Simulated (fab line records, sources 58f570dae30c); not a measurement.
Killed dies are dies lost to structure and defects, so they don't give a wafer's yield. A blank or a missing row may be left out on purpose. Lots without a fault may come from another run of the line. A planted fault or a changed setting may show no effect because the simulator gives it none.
fab line records | flow berkeley_cmos170
record lots=7 wafers=21 last_day=10
route steps=331 shown PLDD@154 NLDD@158
lots that met no fault: from a run of the same line without faults
start_h: hours from the record's first day to the start of the lot's first wafer shown | wait_h: hours since the lot's step before | " the same as in the row above | L1.1+2: a row that stands for several wafers | - no value, or no start given | * or withheld: withheld | < > ~ a bound
route shown NAME@n: a module of which the file shows steps, and the number in the route of the first | usual: mean/standard deviation of fault-free wafers | same: alike in all rows | chamber/n: place in a boat | sites: the reading at each site | _std_site: their standard deviation | _edge_site: outer sites' mean less inner sites' | radius_mm: how far each site lies from the wafer's centre | mask NAME#n: copy n | behind: the tool/chamber that last shaped the wafer | hold: why the lot was held/for how many hours/how that ended | device: the transistor (n, p or np) that didn't switch | end of line: the same wafers' tests at the end of the route | a step without rows: its recipe alone | killed: dies lost to structure and defects at the first sort, not the wafer's yield | map: a wafer's dies, x killed, . not, _ none there
set.NAME: the setting as run; set.NAME@STEP: as run at that earlier step | model.NAME: the simulator's own value behind a step, which no gauge read
lots at some steps of the route; a table a step, a row a wafer
services: from which hour (start_h, from the record's first day; less than 0 if before it) a tool's chamber was out of use, for how many hours, and why
## steps
# step UCB170_PLDD_IMPLANT_09
# recipe species=BF2 dose_cm2=5e+13 energy_kev=10 tilt_deg=7 rotation_deg=180
# step UCB170_PLDD_STRIP_10
# recipe chemistry=O2 power_w=400 pressure_mtorr=3500 platen_temp_c=withheld o2_flow_sccm=400 overash_fraction=0.5
# usual drypump_motor_current_A=5.6/0.57 oes_product_au=0.734/0.005 strip_time_to_endpoint_s=21.60/0.079
# columns lot.wafer tool chamber start_h wait_h drypump_motor_current_A oes_product_au rf_hours_counter_h strip_time_to_endpoint_s
L149.1 plasma_asher-02 0 151.40 0.1 5.6 0.732 3 21.57
L149.2 " 1 " " 4.8 0.730 3 21.54
L149.5 " 0 " " 5.5 0.736 - 21.56
L148.4 plasma_asher-01 1 151.84 0.1 6.0 0.739 - 21.51
L148.5 " 1 " " 6.0 0.737 - 21.57
L148.6 " 0 " " 6.5 0.727 - 21.60
L152.3 plasma_asher-02 0 166.09 0.1 5.6 0.725 - 21.52
L152.4 " 1 " " 4.7 0.740 - 21.60
L152.5 " 1 " " 4.7 0.735 - 21.58
L151.4 plasma_asher-04 0 166.83 0.1 5.7 0.737 - 21.58
L151.5 " 1 " " 6.1 0.743 - 21.53
L151.6 " 0 " " 5.7 0.733 - 21.57
L153.1 plasma_asher-02 0 166.91 0.1 5.6 0.726 4 21.66
L153.3 " 1 " " 4.8 0.733 - 21.68
L153.6 " 1 " " 4.8 0.731 - 21.73
L150.2 plasma_asher-02 0 167.15 0.1 5.5 0.738 5 21.65
L150.5 " 1 " " 4.8 0.731 - 21.52
L150.6 " 0 " " 5.6 0.739 - 21.51
L154.1 plasma_asher-04 1 192.68 0.1 6.1 0.735 50 21.55
L154.3 " 1 " " 6.1 0.738 - 21.54
L154.4 " 0 " " 5.7 0.727 - 21.55
# step UCB170_PLDD_TW_MEAS_11
# usual PLDD_TW=1006/9.5
# columns lot.wafer tool chamber start_h wait_h PLDD_TW
L149.1 film_metro-03 - 151.50 0.1 1011
L149.2 " - " " 1018
L149.5 " - " " 1013
L148.4 film_metro-03 - 151.94 0.1 1016
L148.5 " - " " 1012
L148.6 " - " " 1014
L152.3 film_metro-03 - 166.17 0.1 1020
L152.4 " - " " 1014
L152.5 " - " " 1015
L151.4 film_metro-03 - 166.92 0.1 1018
L151.5 " - " " 1014
L151.6 " - " " 1015
L153.1 film_metro-01 - 167.01 0.1 993
L153.3 " - " " 998
L153.6 " - " " 1002
L150.2 film_metro-03 - 167.26 0.1 1017
L150.5 " - " " 1016
L150.6 " - " " 1016
L154.1 film_metro-01 - 192.78 0.1 1005
L154.3 " - " " 1008
L154.4 " - " " 1000
# step UCB170_PLDD_CLEAN_12
# recipe chemistry=SPM temp_c=120 time_s=600
# step UCB170_NLDD_HMDS_00
# recipe prime_time_s=60 prime_temp_c=100
# step UCB170_NLDD_COAT_01
# recipe resist=KrF spin_rpm=1500 resist_thk_nm=900
# step UCB170_NLDD_SOFTBAKE_02
# recipe resist=KrF temp_c=130 time_s=60
# step UCB170_NLDD_EXPOSE_03
# recipe mask_id=NSELECT na=0.5 sigma_outer=0.6 source_shape=conventional target_cd_nm=1200 dose_mj=30
# step UCB170_NLDD_PEB_04
# recipe peb_temp_c=130 peb_time_s=withheld resist=KrF
# step UCB170_NLDD_DEVELOP_05
# recipe developer=TMAH develop_time_s=45 resist=KrF dev_temp_c=21
# step UCB170_NLDD_CD_MEAS_06
# recipe target_cd_nm=1200
# usual cd_nm=1199.8/1.6
# columns lot.wafer tool chamber start_h wait_h cd_nm
L149.1 cd_sem-02 - 152.71 - 1198.6
L149.2 " - " " 1198.8
L149.5 " - " " 1199.6
L148.4 cd_sem-01 - 153.22 - 1200.4
L148.5 " - " " 1199.3
L148.6 " - " " 1199.2
L152.3 cd_sem-02 - 168.32 - 1200.4
L152.4 " - " " 1201.2
L152.5 " - " " 1199.8
L151.4 cd_sem-02 - 169.65 - 1200.0
L151.5 " - " " 1198.8
L151.6 " - " " 1198.8
L153.1 cd_sem-02 - 169.95 - 1200.7
L153.3 " - " " 1200.0
L153.6 " - " " 1200.4
L150.2 cd_sem-02 - 170.20 - 1197.5
L150.5 " - " " 1197.9
L150.6 " - " " 1196.8
L154.1 cd_sem-02 - 195.23 - 1199.9
L154.3 " - " " 1198.8
L154.4 " - " " 1198.6
# step UCB170_NLDD_OVL_MEAS_07
# usual NLDD_OVL=2/4.9
# columns lot.wafer tool chamber start_h wait_h NLDD_OVL[nm]
L149.1 overlay-02 - 152.83 0.1 11
L149.2 " - " " 7
L149.5 " - " " 13
L148.4 overlay-01 - 153.29 0.1 -1
L148.5 " - " " 2
L148.6 " - " " 0
L152.3 overlay-02 - 168.41 0.1 0
L152.4 " - " " 0
L152.5 " - " " -1
L151.4 overlay-01 - 169.73 0.1 0
L151.5 " - " " 10
L151.6 " - " " 5
L153.1 overlay-02 - 170.07 0.1 5
L153.3 " - " " -1
L153.6 " - " " -3
L150.2 overlay-01 - 170.31 0.1 8
L150.5 " - " " 4
L150.6 " - " " 9
L154.1 overlay-01 - 195.35 0.1 9
L154.3 " - " " 4
L154.4 " - " " 10
# step UCB170_NLDD_IMPLANT_08
# recipe species=As dose_cm2=5e+13 energy_kev=30 tilt_deg=7 rotation_deg=0
# usual end_station_pressure_torr=5.13e-06/2.7e-07 faraday_current_uA=158.2/2.7 implant_ion_amu=75/0
# columns lot.wafer tool chamber start_h wait_h end_station_pressure_torr faraday_current_uA implant_ion_amu model.implant.drp_nm model.implant.rp_nm
L149.1 implanter-01 0 152.86 0.0 4.96e-06 157.1 75 9.611 21.49
L149.2 " 0 " " 5.5e-06 154.1 75 9.611 21.49
L149.5 " 0 " " 5.06e-06 154.6 75 9.611 21.49
L148.4 implanter-02 0 153.39 0.1 4.82e-06 156.5 75 9.611 21.37
L148.5 " 0 " " 5.19e-06 155.2 75 9.611 21.37
L148.6 " 0 " " 5.25e-06 159.4 75 9.611 21.37
L152.3 implanter-04 0 168.49 0.1 4.59e-06 156.1 75 9.611 20.73
L152.4 " 0 " " 5.12e-06 154.3 75 9.611 20.73
L152.5 " 0 " " 4.96e-06 156.7 75 9.611 20.73
L151.4 implanter-02 0 169.82 0.1 5.29e-06 162.3 75 9.611 21.03
L151.5 " 0 " " 5.67e-06 155.7 75 9.611 21.03
L151.6 " 0 " " 4.99e-06 157.6 75 9.611 21.03
L153.1 implanter-04 0 170.10 0.0 4.92e-06 157.0 49 12.97 24.2
L153.3 " 0 " " 4.78e-06 160.7 49 12.97 24.2
L153.6 " 0 " " 5.37e-06 158.9 49 12.97 24.2
L150.2 implanter-02 0 170.36 0.0 5.2e-06 155.1 49 12.97 24.3
L150.5 " 0 " " 5.33e-06 161.3 49 12.97 24.3
L150.6 " 0 " " 5.36e-06 162.6 49 12.97 24.3
L154.1 implanter-02 0 195.39 0.0 5.14e-06 158.3 49 12.97 23.1
L154.3 " 0 " " 5.14e-06 161.8 49 12.97 23.1
L154.4 " 0 " " 5.16e-06 158.7 49 12.97 23.1
# step UCB170_NLDD_IMPLANT_09
# recipe species=As dose_cm2=5e+13 energy_kev=30 tilt_deg=7 rotation_deg=180
# step UCB170_NLDD_STRIP_10
# recipe chemistry=O2 power_w=400 pressure_mtorr=3500 platen_temp_c=withheld o2_flow_sccm=400 overash_fraction=0.5
# usual drypump_motor_current_A=6.0/0.38 oes_product_au=0.735/0.0051 strip_time_to_endpoint_s=21.64/0.068
# columns lot.wafer tool chamber start_h wait_h drypump_motor_current_A oes_product_au rf_hours_counter_h strip_time_to_endpoint_s
L149.1 plasma_asher-04 0 153.16 0.1 5.8 0.726 46 21.61
L149.2 " 1 " " 6.1 0.732 46 21.57
L149.5 " 1 " " 6.1 0.743 - 21.65
L148.4 plasma_asher-04 1 153.64 0.1 6.1 0.730 - 21.59
L148.5 " 0 " " 5.7 0.736 - 21.52
L148.6 " 1 " " 6.1 0.741 - 21.55
L152.3 plasma_asher-03 0 168.77 0.1 5.1 0.729 - 21.66
L152.4 " 1 " " 5.8 0.730 - 21.61
L152.5 " 1 " " 5.8 0.732 - 21.59
L151.4 plasma_asher-01 0 170.08 0.1 6.5 0.741 - 21.65
L151.5 " 1 " " 6.0 0.727 - 21.67
L151.6 " 0 " " 6.5 0.729 - 21.74
L153.1 plasma_asher-03 1 170.40 0.1 5.8 0.745 44 21.63
L153.3 " 1 " " 5.8 0.748 - 21.64
L153.6 " 0 " " 5.2 0.738 - 21.68
L150.2 plasma_asher-01 0 170.64 0.1 6.5 0.731 36 21.63
L150.5 " 0 " " 6.5 0.723 - 21.57
L150.6 " 1 " " 6.0 0.741 - 21.60
L154.1 plasma_asher-01 1 195.69 0.1 6.0 0.736 38 21.70
L154.3 " 1 " " 6.0 0.726 - 21.68
L154.4 " 0 " " 6.5 0.730 - 21.71
# step UCB170_NLDD_TW_MEAS_11
# usual NLDD_TW=2202/18
# columns lot.wafer tool chamber start_h wait_h hold NLDD_TW
L149.1 film_metro-01 - 153.26 0.1 - 2198
L149.2 " - " " - 2183
L149.5 " - " " - 2198
L148.4 film_metro-04 - 153.74 0.1 - 2180
L148.5 " - " " - 2185
L148.6 " - " " - 2181
L152.3 film_metro-01 - 168.86 0.1 - 2201
L152.4 " - " " - 2206
L152.5 " - " " - 2188
L151.4 film_metro-04 - 170.18 0.1 - 2176
L151.5 " - " " - 2171
L151.6 " - " " - 2180
L153.1 film_metro-01 - 170.50 0.1 await_dispo/0.2h/release 1917
L153.3 " - " " await_dispo/0.2h/release 1905
L153.6 " - " " await_dispo/0.2h/release 1904
L153.1 film_metro-01 - 170.84 0.3 - 1912
L153.3 " - " " - 1907
L153.6 " - " " - 1909
L150.2 film_metro-03 - 170.75 0.1 await_dispo/0.2h/release 1915
L150.5 " - " " await_dispo/0.2h/release 1912
L150.6 " - " " await_dispo/0.2h/release 1920
L150.2 film_metro-03 - 170.97 0.2 - 1924
L150.5 " - " " - 1922
L150.6 " - " " - 1916
L154.1 film_metro-04 - 195.79 0.1 await_dispo/0.2h/release 1897
L154.3 " - " " await_dispo/0.2h/release 1894
L154.4 " - " " await_dispo/0.2h/release 1892
L154.1 film_metro-04 - 196.10 0.3 - 1899
L154.3 " - " " - 1895
L154.4 " - " " - 1894
## services
# columns tool chamber start_h hours kind
implanter-01 - 159.36 4.1 repair
implanter-04 - 160.48 3.6 pm
implanter-01 - 163.45 1.5 repair
implanter-01 - 164.95 7.7 pm
## key
first_sign step=UCB170_NLDD_IMPLANT_08 reading=implant_ion_amu direction=down sigmas=99+ usual=75 struck=49
effect step=UCB170_NLDD_TW_MEAS_11 reading=visit direction=added
effect step=UCB170_NLDD_TW_MEAS_11 reading=NLDD_TW direction=down sigmas=17 usual=2202 struck=1906
model_effect step=UCB170_NLDD_IMPLANT_08 value=implant.drp_nm without=9.611 struck=12.97
met_at UCB170_NLDD_IMPLANT_08
struck_wafers L150.2,L150.5,L150.6,L153.1,L153.3,L153.6,L154.1,L154.3,L154.4
sort_left_out L150.2,L150.5,L150.6,L153.1,L153.3,L153.6,L154.1,L154.3,L154.4
tester_left_out L150,L153,L154
onset_between 169.82 170.10
fault kind=wrong_recipe_download tool=implanter-01,implanter-02,implanter-04 chamber=- onset_h=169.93 steps=UCB170_NLDD_IMPLANT_08 wrong_recipe.not_listed=1
# tester_left_out: of these lots the tester's yield and bins aren't shown, on N5 and GAA mostly nor the transistor test; their killed dies are dies lost to structure and defects alone, not to doping, threshold or leakage, so they don't give the yield
# sort_left_out: the simulated sort isn't trusted on such a fault, so these wafers' sort isn't shown, and their yield isn't known
